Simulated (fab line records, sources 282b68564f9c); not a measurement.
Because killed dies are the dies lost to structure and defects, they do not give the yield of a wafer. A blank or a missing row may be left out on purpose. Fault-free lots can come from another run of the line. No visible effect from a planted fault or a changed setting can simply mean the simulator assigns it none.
Matching of chambers    flow rit cmos    rie diel-02 running RIT_CONTACT_ETCH_11: 4 sister chambers
The step etches SiO2 in CHF3/CF4/Ar, stops on TiSi2, target depth 480 nm, time 320 s. 4 wafers are shown with their chamber, then 7 later ones without.

WAFERS WITH THEIR CHAMBER
wafer   chamber  throttle valve pct (%)
L572.6  2        8.96
L576.2  0        8.83
L584.2  1        8.65
L584.3  3        8.90

WAFERS WITH NO CHAMBER GIVEN
wafer   throttle valve pct (%)
L584.5  8.67
L588.1  8.64
L588.3  8.83
L588.6  8.81
L590.1  8.92
L590.2  8.66
L590.5  8.95

EACH ONE'S CHAMBER
wafer   from the rows above      in truth
L584.5  1                        1
L588.1  1                        1
L588.3  0                        0
L588.6  0                        0
L590.1  can't be placed: 3 or 2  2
L590.2  1                        1
L590.5  2                        2
Correct placement for 6 of the 7. Can't be placed from these rows: 1 (the true chamber is among the candidates in 1). 0 placed wrongly.
How it was worked out, from the rows above alone: a wafer's distance from a chamber is the root of the sum, over the readings, of the square of ((its reading less the chamber's mean) divided by the reading's scatter). If the next closest chamber is less than 2 further off than the closest, the wafer can't be placed; otherwise it belongs to the closest. The mean given for a chamber averages the wafers shown for that chamber. The scatter: root of mean squared gap, hidden wafer to nearest shown wafer, with one shown wafer a chamber.
